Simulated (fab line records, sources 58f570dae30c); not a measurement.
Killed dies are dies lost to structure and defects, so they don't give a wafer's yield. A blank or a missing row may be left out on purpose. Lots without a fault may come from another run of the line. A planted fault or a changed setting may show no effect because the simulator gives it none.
fab line records | flow berkeley_cmos170
record lots=5 wafers=15 last_day=14
route steps=331 shown PFIELD@87 FIELD@89
lots that met no fault: from a run of the same line without faults
start_h: hours from the record's first day to the start of the lot's first wafer shown | wait_h: hours since the lot's step before | " the same as in the row above | L1.1+2: a row that stands for several wafers | - no value, or no start given | * or withheld: withheld | < > ~ a bound
route shown NAME@n: a module of which the file shows steps, and the number in the route of the first | usual: mean/standard deviation of fault-free wafers | same: alike in all rows | chamber/n: place in a boat | sites: the reading at each site | _std_site: their standard deviation | _edge_site: outer sites' mean less inner sites' | radius_mm: how far each site lies from the wafer's centre | mask NAME#n: copy n | behind: the tool/chamber that last shaped the wafer | hold: why the lot was held/for how many hours/how that ended | device: the transistor (n, p or np) that didn't switch | end of line: the same wafers' tests at the end of the route | a step without rows: its recipe alone | killed: dies lost to structure and defects at the first sort, not the wafer's yield | map: a wafer's dies, x killed, . not, _ none there
set.NAME: the setting as run; set.NAME@STEP: as run at that earlier step | model.NAME: the simulator's own value behind a step, which no gauge read
lots at some steps of the route; a table a step, a row a wafer
services: from which hour (start_h, from the record's first day; less than 0 if before it) a tool's chamber was out of use, for how many hours, and why
## steps
# step UCB170_PFIELD_STRIP_08
# recipe chemistry=O2 power_w=400 pressure_mtorr=3500 platen_temp_c=withheld o2_flow_sccm=400 overash_fraction=0.5
# usual drypump_motor_current_A=5.7/0.47 oes_product_au=0.734/0.0049 strip_time_to_endpoint_s=21.64/0.079
# columns lot.wafer tool chamber start_h wait_h drypump_motor_current_A oes_product_au rf_hours_counter_h strip_time_to_endpoint_s
L074.2 plasma_asher-04 0 89.33 0.1 5.4 0.731 34 21.55
L074.4 " 1 " " 6.3 0.734 - 21.54
L074.6 " 1 " " 6.3 0.737 - 21.55
L079.3 plasma_asher-04 1 117.76 0.1 6.3 0.734 - 21.65
L079.4 " 0 " " 5.4 0.729 - 21.68
L079.6 " 1 " " 6.3 0.728 - 21.66
L081.1 plasma_asher-04 0 124.67 0.1 5.4 0.736 38 21.47
L081.4 " 1 " " 6.3 0.728 - 21.58
L081.5 " 0 " " 5.4 0.742 - 21.56
L085.2 plasma_asher-04 1 149.81 0.1 6.3 0.736 41 21.68
L085.3 " 0 " " 5.4 0.727 - 21.58
L085.5 " 1 " " 6.3 0.731 - 21.63
L097.1 plasma_asher-01 0 219.12 0.1 5.1 0.745 12 21.76
L097.3 " 1 " " 5.7 0.736 - 21.71
L097.5 " 1 " " 5.7 0.735 - 21.74
# step UCB170_PFIELD_TW_MEAS_09
# usual PFIELD_TW=602/4.2
# columns lot.wafer tool chamber start_h wait_h PFIELD_TW
L074.2 film_metro-01 - 89.44 0.1 601
L074.4 " - " " 601
L074.6 " - " " 600
L079.3 film_metro-03 - 117.85 0.1 600
L079.4 " - " " 605
L079.6 " - " " 601
L081.1 film_metro-03 - 124.77 0.1 605
L081.4 " - " " 606
L081.5 " - " " 608
L085.2 film_metro-03 - 149.92 0.1 605
L085.3 " - " " 604
L085.5 " - " " 605
L097.1 film_metro-03 - 219.22 0.1 610
L097.3 " - " " 608
L097.5 " - " " 605
# step UCB170_FIELD_CLEAN_00
# recipe chemistry=dHF dilution=25:1 time_s=7.5
# columns lot.wafer tool chamber start_h wait_h
L074.2+4+6 wet_bench-03 2 89.49 0.0
L079.3+4+6 wet_bench-03 3 117.89 0.0
L081.1+4+5 wet_bench-03 0 124.83 0.1
L085.2+3+5 wet_bench-03 0 149.97 0.0
L097.1+3+5 wet_bench-03 0 219.44 0.2
# step UCB170_FIELD_OXIDATION_01
# recipe temp_c=1000 ambient=H2O p_h2o_torr=584.62 target_thk_a=5583 ox_time_s=7200
# usual spike_tc_centre_C=1002.6/1.2
# columns lot.wafer tool chamber start_h wait_h spike_tc_centre_C
L074.2 furnace-04 0 92.89 3.4 1004.0
L074.4 " 0 " " 1004.6
L074.6 " 0 " " 1003.0
L079.3 furnace-02 0 121.83 3.9 1002.3
L079.4 " 0 " " 1002.5
L079.6 " 0 " " 1001.3
L081.1 furnace-01 0 129.66 4.8 1004.5
L081.4 " 0 " " 1004.7
L081.5 " 0 " " 1002.8
L085.2 furnace-02 0 157.48 7.5 1000.7
L085.3 " 0 " " 1003.9
L085.5 " 0 " " 1001.7
L097.1 furnace-02 0 223.81 4.4 1000.3
L097.3 " 0 " " 1002.5
L097.5 " 0 " " 999.4
# step UCB170_FIELD_THK_MEAS_02
# recipe reads=SiO2_of_FIELD_OXIDATION_01
# usual FIELD_OXIDE_THK=559/8.5
# columns lot.wafer tool chamber start_h wait_h FIELD_OXIDE_THK[nm]
L074.2 film_metro-04 - 95.90 0.0 569
L074.4 " - " " 561
L074.6 " - " " 561
L079.3 film_metro-03 - 124.85 0.0 556
L079.4 " - " " 554
L079.6 " - " " 564
L081.1 film_metro-02 - 132.66 0.0 548
L081.4 " - " " 543
L081.5 " - " " 556
L085.2 film_metro-03 - 160.49 0.0 557
L085.3 " - " " 555
L085.5 " - " " 564
L097.1 film_metro-02 - 226.81 0.0 549
L097.3 " - " " 552
L097.5 " - " " 547
# step UCB170_FIELD_ANNEAL_03
# recipe temp_c=1000 time_s=1200 ambient=N2
# usual spike_tc_centre_C=1002.3/1.2
# columns lot.wafer tool chamber start_h wait_h spike_tc_centre_C
L074.2 furnace-01 0 99.76 3.9 1003.7
L074.4 " 0 " " 1001.6
L074.6 " 0 " " 1004.3
L079.3 furnace-02 0 129.68 4.8 1001.1
L079.4 " 0 " " 999.9
L079.6 " 0 " " 1001.6
L081.1 furnace-02 0 136.78 4.1 1003.5
L081.4 " 0 " " 1001.2
L081.5 " 0 " " 1002.9
L085.2 furnace-04 0 166.75 6.3 1003.2
L085.3 " 0 " " 1002.2
L085.5 " 0 " " 1000.7
L097.1 furnace-01 0 234.75 7.9 1004.7
L097.3 " 0 " " 1003.9
L097.5 " 0 " " 1002.4
# step UCB170_FIELD_WET_ETCH_04
# recipe chemistry=dHF dilution=10:1 target=SiO2 temp_c=25 time_s=60
# columns lot.wafer tool chamber start_h wait_h
L074.2+4+6 wet_bench-03 3 101.09 0.0
L079.3+4+6 wet_bench-03 3 131.01 0.0
L081.1+4+5 wet_bench-01 2 138.11 0.0
L085.2+3+5 wet_bench-03 3 168.09 0.0
L097.1+3+5 wet_bench-03 1 236.08 0.0
# step UCB170_FIELD_WET_ETCH_05
# recipe chemistry=H3PO4 target=Si3N4 temp_c=160 time_s=12600
# columns lot.wafer tool chamber start_h wait_h
L074.2+4+6 wet_bench-02 3 101.12 0.0
L079.3+4+6 wet_bench-01 2 131.03 0.0
L081.1+4+5 wet_bench-03 1 138.16 0.0
L085.2+3+5 wet_bench-03 0 168.12 0.0
L097.1+3+5 wet_bench-03 3 236.11 0.0
# step UCB170_FIELD_WET_ETCH_06
# recipe chemistry=BOE dilution=5:1 target=SiO2 temp_c=25 time_s=22
# columns lot.wafer tool chamber start_h wait_h
L074.2+4+6 wet_bench-01 3 104.63 0.0
L079.3+4+6 wet_bench-03 0 134.54 0.0
L081.1+4+5 wet_bench-03 1 141.67 0.0
L085.2+3+5 wet_bench-01 3 171.94 0.0
L097.1+3+5 wet_bench-03 2 239.94 0.0
# step UCB170_FIELD_THK_MEAS_90
# recipe reads=SiO2_of_FIELD_OXIDATION_01
# usual FIELD_OXIDE_LEFT_1_THK=443/8.8
# columns lot.wafer tool chamber start_h wait_h FIELD_OXIDE_LEFT_1_THK[nm]
L074.2 film_metro-03 - 104.68 0.0 454
L074.4 " - " " 447
L074.6 " - " " 447
L079.3 film_metro-03 - 134.64 0.1 441
L079.4 " - " " 440
L079.6 " - " " 449
L081.1 film_metro-03 - 141.70 0.0 433
L081.4 " - " " 427
L081.5 " - " " 441
L085.2 film_metro-03 - 171.97 0.0 440
L085.3 " - " " 438
L085.5 " - " " 447
L097.1 film_metro-02 - 239.95 0.0 432
L097.3 " - " " 434
L097.5 " - " " 428
## services
# columns tool chamber start_h hours kind
plasma_asher-04 - 92.19 6.7 repair
plasma_asher-01 - 108.75 9.0 pm
plasma_asher-01 0 108.75 9.0 vent_cycle
plasma_asher-01 1 108.75 9.0 vent_cycle
wet_bench-03 - 115.21 2.5 repair
plasma_asher-01 0 117.75 - clean
plasma_asher-01 1 117.75 - clean
plasma_asher-01 - 137.98 2.1 repair
furnace-02 - 142.78 4.1 pm
plasma_asher-04 - 159.85 109.0 repair
furnace-01 - 224.18 5.3 pm
furnace-01 - 229.45 4.1 pm
furnace-01 - 238.57 12.9 repair
## key
fault none
